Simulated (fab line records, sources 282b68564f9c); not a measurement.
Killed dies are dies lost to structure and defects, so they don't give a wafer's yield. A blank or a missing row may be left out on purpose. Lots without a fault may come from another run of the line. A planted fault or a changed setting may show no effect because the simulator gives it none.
Problem report in the 8D (eight disciplines) form, filled by code | flow rit_cmos | the parts of the form that need people (team, actions taken, sign-off) are left out

1. THE PROBLEM
SPACER_NITRIDE_THK at RIT_SPACER_THK_MEAS_04 reads a mean of 72.0 nm on 6 wafers of 2 lots; wafers without a fault read 249.3 nm with a standard deviation of 2.4. That is -74 standard deviations from the usual mean.
First seen on wafer L656.1, day 4 19:52, on film_metro-02. The record holds 36 wafers of 12 lots with a number at this step. Rule for "out", or "out of limits": more than 4 standard deviations from the usual mean. The other wafers with a number count as sound.

2. WHAT IT IS AND WHAT IT IS NOT
question                    | is                           | is not
which readings at this step | SPACER_NITRIDE_THK           | -
which lots                  | L656, L660                   | L647, L648, L649, L650, L651, L652, L653, L654, L655, L665
which wafers of those lots  | all that have a number       | -
read on which gauges        | film_metro-02, film_metro-03 | film_metro-04
when                        | from day 4 19:52             | up to then (27 sound wafers); but 3 sound wafers of L665 came after

3. SUSPECTS, AND WHAT RULES EACH OUT
Counting: a tool at a process step up to the reading stays a suspect if it ran every lot that is out and no sound lot after the first of them.
- the gauge at RIT_SPACER_THK_MEAS_04: ruled out. The wafers that are out were read on 2 gauges (film_metro-02, film_metro-03).
- lpcvd-02 at RIT_SPACER_CVD_03 (deposits Si3N4 from SiH2Cl2/NH3, target thk 250 nm, time 3300 s): kept. It ran every lot that is out, first L656 (day 4 17:58), and no sound lot after that; its last sound lot up to then is L655 (day 4 12:36).
Left after counting: lpcvd-02 at RIT_SPACER_CVD_03.

4. THE CAUSE (what the simulator had put in)
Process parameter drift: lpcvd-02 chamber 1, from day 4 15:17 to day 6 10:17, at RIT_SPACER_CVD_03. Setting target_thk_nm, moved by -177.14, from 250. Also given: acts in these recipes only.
Counting left only this tool.

5. THE CHAIN OF EFFECTS, in route order
Each row: a reading whose mean over the struck wafers that have a number lies more than 3 standard deviations from the usual. Only readings for which the record gives a usual standard deviation are gone through. hours: the time from each lot's start at the first step in this table that gives one to its start at this step, as a median over the lots. sigmas: the change in usual standard deviations.
hours | step                   | reading            | usual      | on struck wafers | change | sigmas
0     | RIT_SPACER_THK_MEAS_04 | SPACER_NITRIDE_THK | 249.3 nm   | 72.0             | -177.4 | -74
0     | RIT_SPACER_ETCHBACK_05 | oes_product_au     | 0.840 a.u. | 0.404            | -0.436 | -34
The process steps in it:
- RIT_SPACER_ETCHBACK_05: etches Si3N4 in SF6/CHF3, stops on SiO2, target depth 250 nm, time 240 s.
Later measuring or inspecting steps at which every struck wafer that the step has a row for has a number for every such reading, and none has moved that far: RIT_M1_BOW_MEAS_16.

6. WHAT WOULD HAVE CAUGHT IT SOONER
In this record the first reading out of limits at a measuring or inspecting step was taken at day 4 19:52, 5 hours after the fault began at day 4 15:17.
Of the tool readings at RIT_SPACER_CVD_03 for which the record gives a usual standard deviation, none was out on any struck wafer, so an alarm limit of 4 standard deviations on them would not have fired.
Of the lots that are out (2), L660 began RIT_SPACER_CVD_03 on lpcvd-02 after day 4 19:52. A hold on the tool at that time would have spared it.
